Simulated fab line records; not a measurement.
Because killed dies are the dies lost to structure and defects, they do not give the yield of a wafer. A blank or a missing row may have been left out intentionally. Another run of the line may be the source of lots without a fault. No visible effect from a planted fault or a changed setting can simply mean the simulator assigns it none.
fab line records    flow rit_cmos
record lots=14  wafers=42  last_day=7
route steps=202 shown SILICIDE@162 M1@196
lots that met no fault: taken from a fault-free run of the same line
start_h: the number of hours between the record's first day and the start of the first shown wafer of the lot    wait_h: how many hours have passed since the lot's step before this one    " same as the row above    L1.1+2: a row that stands for several wafers    - no value, or no start was given    * or withheld: withheld    < > ~ a bound
route shown NAME@n: NAME is a module with steps in the file, n the number in the route of the first one    usual: average and standard deviation across the fault-free wafers    same: alike in all rows    chamber/n: place in a boat    sites: per-site readings    _std_site: standard deviation across them    _edge_site: inner sites' mean taken away from outer sites' mean    radius_mm: for every site, how far away it sits from the centre of the wafer    mask NAME#n: copy n    behind: the tool/chamber that last shaped the wafer    hold: cause of the lot's hold/its duration in hours/its outcome    device: which transistor (n, p or np) failed to switch    end of line: tests run on the same wafers once the route is complete    a step given without rows: its recipe and nothing more    killed: the dies lost at the first sort to structure and to defects; this is not the yield of the wafer    map: per-die view of a wafer (x killed, . not killed, _ where there is no die)
set.NAME: the setting as run; set.NAME@STEP: as run at that earlier step    model.NAME: the simulator's own value behind a step, which no gauge read
route steps across a sampled set of lots; one table per step, one row per wafer
services: a tool's chamber out of use, with start hour (start_h, from the record's first day; less than 0 if before it), hours out, and reason
## steps
# step RIT_SILICIDE_SPUTTER_01
# recipe material=Ti  target_thk_nm=30  power_w=350  chamber_pressure_pa=0.667  gas=Ar  time_s=240  substrate_temp_c=25
# usual throttle_valve_pct=29.7/1.1
lot.wafer  tool            chamber  start_h  wait_h  throttle_valve_pct
L562.3     pvd_sputter-04  -        54.84    0.0     31.6
L562.4     "               -        "        "       28.3
L562.6     "               -        "        "       28.3
L563.2     pvd_sputter-01  -        62.38    0.0     30.3
L563.4     "               -        "        "       29.8
L563.6     "               -        "        "       30.3
L564.1     pvd_sputter-04  -        67.16    0.0     29.9
L564.3     "               -        "        "       31.3
L564.6     "               -        "        "       30.2
L565.1     pvd_sputter-01  -        68.73    0.0     30.3
L565.3     "               -        "        "       30.2
L565.6     "               -        "        "       29.7
L566.1     pvd_sputter-03  -        81.98    0.0     29.2
L566.5     "               -        "        "       29.1
L566.6     "               -        "        "       30.1
L567.1     pvd_sputter-04  -        87.77    0.0     31.3
L567.2     "               -        "        "       30.5
L567.4     "               -        "        "       28.0
L568.2     pvd_sputter-01  -        87.88    0.0     30.2
L568.4     "               -        "        "       30.3
L568.6     "               -        "        "       30.2
L569.2     pvd_sputter-04  -        91.18    0.0     28.3
L569.3     "               -        "        "       28.3
L569.4     "               -        "        "       30.3
L571.3     pvd_sputter-03  -        109.82   0.0     28.7
L571.4     "               -        "        "       30.3
L571.6     "               -        "        "       28.7
L574.2     pvd_sputter-01  -        114.65   0.0     30.5
L574.3     "               -        "        "       30.2
L574.4     "               -        "        "       30.4
L577.1     pvd_sputter-04  -        129.64   0.0     28.4
L577.3     "               -        "        "       28.2
L577.4     "               -        "        "       30.5
L581.1     pvd_sputter-04  -        152.28   0.0     30.2
L581.2     "               -        "        "       31.4
L581.3     "               -        "        "       28.0
L583.1     pvd_sputter-01  -        167.22   0.0     30.5
L583.3     "               -        "        "       30.2
L583.5     "               -        "        "       29.8
L584.1     pvd_sputter-04  -        171.19   0.0     30.0
L584.2     "               -        "        "       31.1
L584.4     "               -        "        "       28.1
# step RIT_SILICIDE_RTA_06
# recipe temp_c=750  time_s=10  idle_temp_c=25  ramp_up_s=5  ramp_down_s=10  cool_to_c=25  ambient=N2
# usual wafer_temp_C_max=753.3/1.2
lot.wafer  tool           chamber  start_h  wait_h  wafer_temp_C_max
L562.3     rtp_anneal-02  0        55.31    0.0     754.3
L562.4     "              0        "        "       753.3
L562.6     "              0        "        "       753.6
L563.2     rtp_anneal-01  0        62.96    0.0     751.7
L563.4     "              0        "        "       751.6
L563.6     "              0        "        "       751.9
L564.1     rtp_anneal-02  0        67.67    0.0     754.5
L564.3     "              0        "        "       755.4
L564.6     "              0        "        "       754.1
L565.1     rtp_anneal-01  0        69.46    0.0     751.7
L565.3     "              0        "        "       751.8
L565.6     "              0        "        "       752.7
L566.1     rtp_anneal-02  0        82.42    0.0     754.4
L566.5     "              0        "        "       754.1
L566.6     "              0        "        "       753.1
L567.1     rtp_anneal-02  0        88.21    0.0     754.5
L567.2     "              0        "        "       755.5
L567.4     "              0        "        "       754.5
L568.2     rtp_anneal-02  0        88.33    0.0     754.4
L568.4     "              0        "        "       754.1
L568.6     "              0        "        "       756.2
L569.2     rtp_anneal-01  0        91.63    0.0     752.4
L569.3     "              0        "        "       752.6
L569.4     "              0        "        "       752.0
L571.3     rtp_anneal-02  0        110.29   0.0     754.0
L571.4     "              0        "        "       753.3
L571.6     "              0        "        "       754.1
L574.2     rtp_anneal-02  0        115.10   0.0     754.1
L574.3     "              0        "        "       754.7
L574.4     "              0        "        "       753.6
L577.1     rtp_anneal-01  0        130.08   0.0     752.3
L577.3     "              0        "        "       753.0
L577.4     "              0        "        "       752.0
L581.1     rtp_anneal-01  0        152.72   0.0     752.5
L581.2     "              0        "        "       752.6
L581.3     "              0        "        "       752.6
L583.1     rtp_anneal-01  0        167.67   0.0     752.2
L583.3     "              0        "        "       752.3
L583.5     "              0        "        "       751.7
L584.1     rtp_anneal-02  0        171.63   0.0     754.5
L584.2     "              0        "        "       754.6
L584.4     "              0        "        "       754.2
# step RIT_M1_METAL_ETCH_12
# recipe stop_on=SiO2  chemistry=Cl2/BCl3  target=Al  time_s=165  over_etch_frac=0.5  pressure_mtorr=100  target_depth_a=6000  rf_w=250  Cl2_flow_sccm=60  bcl3_flow_sccm=50
# usual chamber_pressure_mTorr=100.00/0.09  drypump_motor_current_A=5.9/0.47  oes_product_au=0.774/0.011  throttle_valve_pct=8.24/0.14
lot.wafer  tool          chamber  start_h  wait_h  chamber_pressure_mTorr  drypump_motor_current_A  oes_product_au  rf_hours_counter_h  throttle_valve_pct
L562.3     rie_metal-04  1        59.41    0.2     100.04                  5.4                      0.784           -                   8.04
L562.4     "             0        "        "       100.19                  6.2                      0.767           -                   8.16
L562.6     "             1        "        "       100.04                  5.3                      0.770           -                   8.05
L563.2     rie_metal-01  0        67.00    0.2     100.02                  5.9                      0.772           37                  8.41
L563.4     "             0        "        "       100.02                  5.9                      0.788           -                   8.42
L563.6     "             0        "        "       100.06                  5.9                      0.784           -                   8.41
L564.1     rie_metal-02  1        71.84    0.2     100.02                  6.2                      0.773           2                   8.14
L564.3     "             0        "        "       99.83                   5.3                      0.780           -                   8.39
L564.6     "             1        "        "       99.91                   6.2                      0.778           -                   8.14
L565.1     rie_metal-04  0        73.72    0.2     99.95                   6.2                      0.758           1                   8.15
L565.3     "             1        "        "       100.02                  5.3                      0.767           -                   8.04
L565.6     "             0        "        "       100.04                  6.2                      0.762           -                   8.17
L566.1     rie_metal-01  0        87.21    0.2     99.88                   5.9                      0.779           37                  8.42
L566.5     "             0        "        "       99.88                   5.9                      0.783           -                   8.41
L566.6     "             0        "        "       100.07                  5.9                      0.771           -                   8.41
L567.1     rie_metal-02  1        92.30    0.2     100.05                  6.2                      0.773           3                   8.13
L567.2     "             0        "        "       99.97                   5.3                      0.772           3                   8.40
L567.4     "             1        "        "       99.97                   6.2                      0.776           -                   8.15
L568.2     rie_metal-04  0        92.96    0.2     99.91                   6.3                      0.765           1                   8.15
L568.4     "             1        "        "       99.92                   5.3                      0.755           -                   8.05
L568.6     "             0        "        "       99.90                   6.3                      0.758           -                   8.17
L569.2     rie_metal-01  0        95.84    0.2     100.14                  5.9                      0.772           -                   8.41
L569.3     "             0        "        "       99.94                   5.9                      0.796           -                   8.42
L569.4     "             0        "        "       100.07                  5.9                      0.782           -                   8.42
L571.3     rie_metal-01  0        114.87   0.2     100.09                  5.9                      0.799           -                   8.42
L571.4     "             1        "        "       100.08                  6.7                      0.794           -                   8.29
L571.6     "             1        "        "       100.13                  6.7                      0.803           -                   8.30
L574.2     rie_metal-04  1        119.52   0.2     100.11                  5.3                      0.772           1                   8.05
L574.3     "             1        "        "       99.96                   5.4                      0.762           -                   8.05
L574.4     "             0        "        "       100.07                  6.3                      0.766           -                   8.15
L577.1     rie_metal-04  1        134.39   0.2     100.00                  5.4                      0.763           1                   8.05
L577.3     "             0        "        "       99.87                   6.3                      0.762           -                   8.16
L577.4     "             1        "        "       99.93                   5.4                      0.764           -                   8.04
L581.1     rie_metal-01  1        157.10   0.2     100.05                  6.7                      0.764           0                   8.29
L581.2     "             0        "        "       99.96                   5.9                      0.783           0                   8.42
L581.3     "             1        "        "       100.10                  6.7                      0.753           -                   8.30
L583.1     rie_metal-02  0        172.03   0.2     99.92                   5.4                      0.772           4                   8.39
L583.3     "             0        "        "       100.08                  5.3                      0.773           -                   8.40
L583.5     "             0        "        "       100.16                  5.3                      0.773           -                   8.39
L584.1     rie_metal-01  0        176.06   0.2     100.06                  6.0                      0.781           0                   8.41
L584.2     "             1        "        "       100.09                  6.7                      0.755           0                   8.30
L584.4     "             1        "        "       99.95                   6.7                      0.758           -                   8.30
# step RIT_M1_STRIP_14
# recipe chemistry=O2  time_s=180  platen_temp_c=withheld  power_w=500  pressure_mtorr=4000  o2_flow_sccm=4000
# usual chamber_pressure_mTorr=4000/3.7  drypump_motor_current_A=5.66/0.27
lot.wafer  tool             chamber  start_h  wait_h  chamber_pressure_mTorr  drypump_motor_current_A  rf_hours_counter_h
L562.3     plasma_asher-03  0        59.76    0.1     4000                    6.04                     -
L562.4     "                1        "        "       4000                    5.32                     -
L562.6     "                0        "        "       3999                    6.04                     -
L563.2     plasma_asher-01  1        67.33    0.0     4001                    5.48                     41
L563.4     "                0        "        "       3995                    6.01                     -
L563.6     "                0        "        "       3997                    6.01                     -
L564.1     plasma_asher-03  0        72.18    0.0     3999                    6.00                     29
L564.3     "                0        "        "       4001                    6.01                     -
L564.6     "                0        "        "       3998                    6.02                     -
L565.1     plasma_asher-04  0        74.06    0.0     4003                    5.42                     41
L565.3     "                0        "        "       4001                    5.42                     -
L565.6     "                1        "        "       4000                    5.64                     -
L566.1     plasma_asher-03  1        87.71    0.0     3999                    5.32                     30
L566.5     "                0        "        "       3998                    5.99                     -
L566.6     "                1        "        "       3997                    5.31                     -
L567.1     plasma_asher-01  0        92.64    0.0     4000                    6.02                     43
L567.2     "                1        "        "       3998                    5.54                     43
L567.4     "                0        "        "       3998                    6.03                     -
L568.2     plasma_asher-03  1        93.30    0.0     4000                    5.32                     31
L568.4     "                1        "        "       4004                    5.34                     -
L568.6     "                0        "        "       4001                    5.99                     -
L569.2     plasma_asher-03  1        96.29    0.0     4007                    5.32                     31
L569.3     "                0        "        "       4001                    6.05                     -
L569.4     "                1        "        "       3996                    5.31                     -
L571.3     plasma_asher-03  1        115.45   0.1     3996                    5.31                     -
L571.4     "                0        "        "       4000                    6.02                     -
L571.6     "                1        "        "       3993                    5.32                     -
L574.2     plasma_asher-04  0        120.10   0.0     4000                    5.43                     46
L574.3     "                1        "        "       3999                    5.67                     -
L574.4     "                0        "        "       4002                    5.40                     -
L577.1     plasma_asher-01  0        134.73   0.0     4004                    6.03                     2
L577.3     "                0        "        "       3993                    6.02                     -
L577.4     "                1        "        "       3998                    5.61                     -
L581.1     plasma_asher-04  0        157.61   0.0     3999                    5.41                     50
L581.2     "                1        "        "       3996                    5.65                     50
L581.3     "                0        "        "       3999                    5.43                     -
L583.1     plasma_asher-03  1        172.36   0.0     3999                    5.32                     39
L583.3     "                0        "        "       4008                    5.97                     -
L583.5     "                1        "        "       3997                    5.32                     -
L584.1     plasma_asher-04  1        176.40   0.0     3999                    5.64                     52
L584.2     "                0        "        "       3999                    5.43                     52
L584.4     "                0        "        "       4001                    5.43                     -
# step RIT_M1_CD_MEAS_90
# recipe target_cd_nm=2600
# usual cd_nm=2601/3.1
lot.wafer  tool       chamber  start_h  wait_h  cd_nm
L562.3     cd_sem-02  -        59.92    0.1     2603
L562.4     "          -        "        "       2600
L562.6     "          -        "        "       2602
L563.2     cd_sem-02  -        67.53    0.1     2595
L563.4     "          -        "        "       2596
L563.6     "          -        "        "       2598
L564.1     cd_sem-02  -        72.35    0.1     2600
L564.3     "          -        "        "       2596
L564.6     "          -        "        "       2599
L565.1     cd_sem-01  -        74.23    0.1     2598
L565.3     "          -        "        "       2599
L565.6     "          -        "        "       2599
L566.1     cd_sem-02  -        87.89    0.1     2600
L566.5     "          -        "        "       2599
L566.6     "          -        "        "       2600
L567.1     cd_sem-01  -        92.82    0.1     2601
L567.2     "          -        "        "       2599
L567.4     "          -        "        "       2599
L568.2     cd_sem-02  -        93.49    0.1     2603
L568.4     "          -        "        "       2608
L568.6     "          -        "        "       2607
L569.2     cd_sem-02  -        96.48    0.1     2602
L569.3     "          -        "        "       2600
L569.4     "          -        "        "       2600
L571.3     cd_sem-02  -        115.61   0.1     2601
L571.4     "          -        "        "       2605
L571.6     "          -        "        "       2603
L574.2     cd_sem-02  -        120.30   0.1     2590
L574.3     "          -        "        "       2593
L574.4     "          -        "        "       2599
L577.1     cd_sem-02  -        134.90   0.1     2591
L577.3     "          -        "        "       2600
L577.4     "          -        "        "       2591
L581.1     cd_sem-02  -        157.78   0.1     2605
L581.2     "          -        "        "       2603
L581.3     "          -        "        "       2601
L583.1     cd_sem-02  -        172.54   0.1     2602
L583.3     "          -        "        "       2602
L583.5     "          -        "        "       2602
L584.1     cd_sem-02  -        176.59   0.1     2595
L584.2     "          -        "        "       2596
L584.4     "          -        "        "       2594
# step RIT_M1_PROBE_99
# usual defect_limited_yield=97.5/1.2  killed_at_contacts=0.1/0.32  killed_at_front_end=6/3.1  killed_dies=7/3.2  killed_open=3.1/1.9  killed_short=3.5/2.2  sort_bin_3_pad_short=0.2/0.24  sort_bin_5_function=1.5/0.86  sort_bin_6_memory=0.9/0.59  sort_n_pass=257/3.2  sort_yield_pct=97.5/1.2
# same gross_dies=264  killed_at_M0_to_M3=0  killed_at_M4_up=0  killed_at_back_side=0  killed_at_other=0
lot.wafer  tool       chamber  start_h  wait_h  defect_limited_yield[%]  killed_at_contacts  killed_at_front_end  killed_dies  killed_open  killed_short  sort_bin_3_pad_short[%]  sort_bin_5_function[%]  sort_bin_6_memory[%]  sort_n_pass  sort_yield_pct[%]
L562.3     prober-01  -        61.72    0.2     97.0                     0                   8                    8            4            4             0.4                      1.1                     1.5                   256          97.0
L562.4     prober-01  -        61.77    0.2     97.3                     0                   7                    7            3            4             0                        0.4                     2.3                   257          97.3
L562.6     prober-01  -        61.87    0.2     97.0                     0                   8                    8            3            5             0                        2.3                     0.8                   256          97.0
L563.2     prober-02  -        69.30    0.1     97.7                     0                   6                    6            3            3             0.4                      1.1                     0.8                   258          97.7
L563.4     prober-02  -        69.40    0.2     97.3                     0                   7                    7            3            4             0.4                      1.1                     1.1                   257          97.3
L563.6     prober-02  -        69.50    0.2     97.0                     0                   8                    8            4            4             0                        1.9                     1.1                   256          97.0
L564.1     prober-01  -        74.09    0.1     97.3                     0                   7                    7            2            5             0                        2.3                     0.4                   257          97.3
L564.3     prober-01  -        74.19    0.2     100.0                    0                   0                    0            0            0             0                        0                       0                     264          100.0
L564.6     prober-01  -        74.34    0.2     99.2                     0                   2                    2            1            1             0                        0.8                     0                     262          99.2
L565.1     prober-01  -        75.97    0.1     98.1                     0                   5                    5            2            3             0                        1.1                     0.8                   259          98.1
L565.3     prober-01  -        76.07    0.2     98.5                     0                   4                    4            2            2             0                        1.5                     0                     260          98.5
L565.6     prober-01  -        76.22    0.2     99.2                     1                   1                    2            2            0             0                        0.8                     0                     262          99.2
L566.1     prober-02  -        89.63    0.1     99.2                     0                   2                    2            2            0             0                        0.8                     0                     262          99.2
L566.5     prober-02  -        89.83    0.2     95.8                     1                   10                   11           4            7             0.4                      1.9                     1.9                   253          95.8
L566.6     prober-02  -        89.88    0.2     98.5                     0                   4                    4            1            3             0.4                      0.8                     0.4                   260          98.5
L567.1     prober-01  -        94.56    0.1     97.3                     0                   7                    7            5            2             0                        2.3                     0.4                   257          97.3
L567.2     prober-01  -        94.61    0.1     98.1                     0                   5                    5            4            1             0                        0.8                     1.1                   259          98.1
L567.4     prober-01  -        94.71    0.2     98.9                     0                   3                    3            0            3             0                        0.4                     0.8                   261          98.9
L568.2     prober-02  -        96.11    0.1     98.5                     0                   4                    4            3            1             0                        0.8                     0.8                   260          98.5
L568.4     prober-02  -        96.21    0.2     97.0                     0                   8                    8            5            3             0                        2.3                     0.8                   256          97.0
L568.6     prober-02  -        96.31    0.2     99.2                     0                   2                    2            1            1             0                        0.4                     0.4                   262          99.2
L569.2     prober-01  -        98.25    0.1     97.7                     0                   6                    6            4            2             0.4                      1.5                     0.4                   258          97.7
L569.3     prober-01  -        98.30    0.2     97.3                     0                   7                    7            3            4             0.4                      0.8                     1.5                   257          97.3
L569.4     prober-01  -        98.35    0.2     98.1                     0                   5                    5            3            2             0                        1.5                     0.4                   259          98.1
L571.3     prober-02  -        117.41   0.2     97.3                     0                   7                    7            2            5             0                        1.5                     1.1                   257          97.3
L571.4     prober-02  -        117.46   0.2     98.5                     0                   4                    4            4            0             0                        0.8                     0.8                   260          98.5
L571.6     prober-02  -        117.56   0.2     97.3                     1                   6                    7            4            3             0                        2.3                     0.4                   257          97.3
L574.2     prober-02  -        122.07   0.1     97.7                     0                   6                    6            4            2             0                        0.8                     1.5                   258          97.7
L574.3     prober-02  -        122.12   0.2     95.8                     0                   11                   11           7            4             0.4                      3.8                     0                     253          95.8
L574.4     prober-02  -        122.17   0.2     96.2                     0                   10                   10           2            8             0                        1.9                     1.9                   254          96.2
L577.1     prober-01  -        136.64   0.1     97.0                     0                   8                    8            5            3             0                        1.5                     1.5                   256          97.0
L577.3     prober-01  -        136.74   0.2     98.5                     0                   4                    4            3            1             0.4                      0.8                     0.4                   260          98.5
L577.4     prober-01  -        136.79   0.2     97.7                     0                   6                    6            5            1             0                        0.8                     1.5                   258          97.7
L581.1     prober-01  -        161.76   0.1     98.9                     0                   3                    3            2            1             0                        0.8                     0.4                   261          98.9
L581.2     prober-01  -        161.81   0.1     98.9                     0                   3                    3            3            0             0                        0.4                     0.8                   261          98.9
L581.3     prober-01  -        161.86   0.2     97.0                     0                   8                    8            4            4             0.4                      1.9                     0.8                   256          97.0
L583.1     prober-02  -        174.28   0.1     97.0                     0                   8                    8            3            5             0.8                      1.1                     1.1                   256          97.0
L583.3     prober-02  -        174.38   0.2     96.6                     0                   9                    9            4            5             0                        2.7                     0.8                   255          96.6
L583.5     prober-02  -        174.48   0.2     97.7                     0                   6                    6            2            4             0.4                      0.8                     1.1                   258          97.7
L584.1     prober-01  -        178.33   0.1     97.3                     0                   7                    7            2            5             0                        1.9                     0.8                   257          97.3
L584.2     prober-01  -        178.38   0.1     96.2                     0                   10                   10           5            5             0                        2.3                     1.5                   254          96.2
L584.4     prober-01  -        178.48   0.2     98.9                     0                   3                    3            1            2             0                        0.8                     0.4                   261          98.9
# killed by level:class
L562.3 GATE:geometric_particle:open=3 GATE:geometric_particle:short=2 SILICIDE:geometric_particle:short=2 FOX1:geometric_particle:open=1
L562.4 GATE:geometric_particle:short=4 GATE:geometric_particle:open=3
L562.6 GATE:geometric_particle:short=4 REOX:geometric_particle:open=2 GATE:geometric_particle:open=1 REOX:geometric_particle:short=1
L563.2 GATE:geometric_particle:short=2 GATE:geometric_particle:open=1 REOX:geometric_particle:open=1 REOX:geometric_particle:short=1 SILICIDE:geometric_particle:open=1
L563.4 GATE:geometric_particle:short=2 FOX1:geometric_particle:open=1 GATE:geometric_particle:open=1 REOX:geometric_particle:short=1 SPACER:geometric_particle:short=1 SPACER:geometric_particle:open=1
L563.6 FOX1:geometric_particle:open=2 SPACER:geometric_particle:short=2 FOX1:geometric_particle:short=1 FOX2:geometric_particle:open=1 GATE:geometric_particle:open=1 REOX:geometric_particle:short=1
L564.1 GATE:geometric_particle:short=3 REOX:geometric_particle:short=2 FOX1:geometric_particle:open=1 GATE:geometric_particle:open=1
L564.3
L564.6 REOX:geometric_particle:open=1 SILICIDE:geometric_particle:short=1
L565.1 GATE:geometric_particle:short=2 GATE:geometric_particle:open=1 REOX:geometric_particle:open=1 SPACER:geometric_particle:short=1
L565.3 GATE:geometric_particle:open=1 GATE:geometric_particle:short=1 REOX:geometric_particle:open=1 SPACER:geometric_particle:short=1
L565.6 REOX:geometric_particle:open=1 CONTACT:geometric_particle:open=1
L566.1 FOX2:geometric_particle:open=1 GATE:geometric_particle:open=1
L566.5 FOX1:geometric_particle:open=2 FOX1:geometric_particle:short=2 SPACER:geometric_particle:short=2 FOX2:geometric_particle:open=1 GATE:geometric_particle:short=1 SPACER:geometric_particle:open=1 SILICIDE:geometric_particle:short=1 CONTACT:geometric_particle:short=1
L566.6 GATE:geometric_particle:short=2 SPACER:geometric_particle:open=1 SILICIDE:geometric_particle:short=1
L567.1 REOX:geometric_particle:open=4 GATE:geometric_particle:short=1 SPACER:geometric_particle:short=1 SPACER:geometric_particle:open=1
L567.2 REOX:geometric_particle:open=3 GATE:geometric_particle:open=1 REOX:geometric_particle:short=1
L567.4 FOX1:geometric_particle:short=1 GATE:geometric_particle:short=1 REOX:geometric_particle:short=1
L568.2 FOX1:geometric_particle:open=2 GATE:geometric_particle:open=1 SPACER:geometric_particle:short=1
L568.4 FOX1:geometric_particle:open=2 GATE:geometric_particle:open=2 FOX1:geometric_particle:short=1 GATE:geometric_particle:short=1 REOX:geometric_particle:open=1 SILICIDE:geometric_particle:short=1
L568.6 GATE:geometric_particle:short=1 SPACER:geometric_particle:open=1
L569.2 SILICIDE:geometric_particle:open=2 FOX1:geometric_particle:short=1 FOX1:geometric_particle:open=1 GATE:geometric_particle:open=1 GATE:geometric_particle:short=1
L569.3 FOX1:geometric_particle:short=3 GATE:geometric_particle:open=2 GATE:geometric_particle:short=1 SILICIDE:geometric_particle:open=1
L569.4 FOX1:geometric_particle:open=1 GATE:geometric_particle:short=1 GATE:geometric_particle:open=1 REOX:geometric_particle:short=1 SPACER:geometric_particle:open=1
L571.3 SPACER:geometric_particle:short=2 FOX1:geometric_particle:short=1 FOX2:geometric_particle:open=1 REOX:geometric_particle:short=1 SPACER:geometric_particle:open=1 SILICIDE:geometric_particle:short=1
L571.4 GATE:geometric_particle:open=3 REOX:geometric_particle:open=1
L571.6 GATE:geometric_particle:short=2 GATE:geometric_particle:open=1 REOX:geometric_particle:open=1 SPACER:geometric_particle:short=1 SPACER:geometric_particle:open=1 CONTACT:geometric_particle:open=1
L574.2 GATE:geometric_particle:open=2 REOX:geometric_particle:open=2 FOX1:geometric_particle:short=1 GATE:geometric_particle:short=1
L574.3 GATE:geometric_particle:open=4 GATE:geometric_particle:short=3 FOX1:geometric_particle:short=1 FOX1:geometric_particle:open=1 REOX:geometric_particle:open=1 SILICIDE:geometric_particle:open=1
L574.4 GATE:geometric_particle:short=3 REOX:geometric_particle:short=3 FOX2:geometric_particle:short=2 GATE:geometric_particle:open=1 REOX:geometric_particle:open=1
L577.1 GATE:geometric_particle:open=3 FOX1:geometric_particle:open=1 GATE:geometric_particle:short=1 SPACER:geometric_particle:short=1 SILICIDE:geometric_particle:open=1 SILICIDE:geometric_particle:short=1
L577.3 GATE:geometric_particle:open=2 REOX:geometric_particle:short=1 REOX:geometric_particle:open=1
L577.4 GATE:geometric_particle:open=4 FOX2:geometric_particle:open=1 GATE:geometric_particle:short=1
L581.1 ACTIVE:geometric_particle:short=1 FOX2:geometric_particle:open=1 GATE:geometric_particle:open=1
L581.2 GATE:geometric_particle:open=1 REOX:geometric_particle:open=1 SPACER:geometric_particle:open=1
L581.3 GATE:geometric_particle:open=2 FOX1:geometric_particle:short=1 FOX1:geometric_particle:open=1 FOX2:geometric_particle:short=1 GATE:geometric_particle:short=1 SPACER:geometric_particle:open=1 SILICIDE:geometric_particle:short=1
L583.1 GATE:geometric_particle:short=5 GATE:geometric_particle:open=3
L583.3 GATE:geometric_particle:open=4 GATE:geometric_particle:short=3 REOX:geometric_particle:short=2
L583.5 GATE:geometric_particle:short=3 FOX2:geometric_particle:short=1 GATE:geometric_particle:open=1 SPACER:geometric_particle:open=1
L584.1 SILICIDE:geometric_particle:short=3 REOX:geometric_particle:short=2 GATE:geometric_particle:open=1 SILICIDE:geometric_particle:open=1
L584.2 GATE:geometric_particle:short=5 GATE:geometric_particle:open=3 REOX:geometric_particle:open=1 SPACER:geometric_particle:open=1
L584.4 GATE:geometric_particle:short=2 SPACER:geometric_particle:open=1
## services
tool             chamber  start_h  hours  kind
plasma_asher-01  -        43.43    1.2    repair
plasma_asher-04  -        49.04    2.8    pm
pvd_sputter-01   -        53.00    2.6    repair
pvd_sputter-03   -        68.93    4.9    repair
plasma_asher-04  -        85.90    2.0    repair
rie_metal-01     1        86.08    21.7   repair
rie_metal-02     1        86.76    3.3    repair
pvd_sputter-03   -        87.88    5.0    repair
plasma_asher-04  -        89.52    2.1    repair
plasma_asher-01  -        108.75   9.0    pm
plasma_asher-01  0        108.75   9.0    vent_cycle
plasma_asher-01  1        108.75   9.0    vent_cycle
plasma_asher-01  0        117.75   -      clean
plasma_asher-01  1        117.75   -      clean
rie_metal-01     -        136.12   20.0   pm
rie_metal-01     0        136.12   20.0   vent_cycle
rie_metal-01     1        136.12   20.0   vent_cycle
pvd_sputter-04   -        155.34   4.4    repair
rie_metal-01     0        156.12   -      clean
rie_metal-01     1        156.12   -      clean
pvd_sputter-04   -        162.99   5.4    repair
plasma_asher-03  -        173.98   4.1    repair
## key
first_sign step=RIT_M1_CD_MEAS_90  reading=cd_nm  direction=down  sigmas=3.1  usual=2601  struck=2591
effect none on later readings
met_at RIT_M1_METAL_ETCH_12
struck_lots L574,L577
struck_wafers L574.2,L574.3,L577.1,L577.4
not_acting_at RIT_SILICIDE_SPUTTER_01,RIT_SILICIDE_RTA_06,RIT_M1_STRIP_14
onset_between 92.96 119.52
fault kind=process_parameter_drift  tool=rie_metal-04  chamber=1  onset_h=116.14  steps=RIT_M1_METAL_ETCH_12  channel=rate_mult  offset=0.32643  shape=step  end_h=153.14
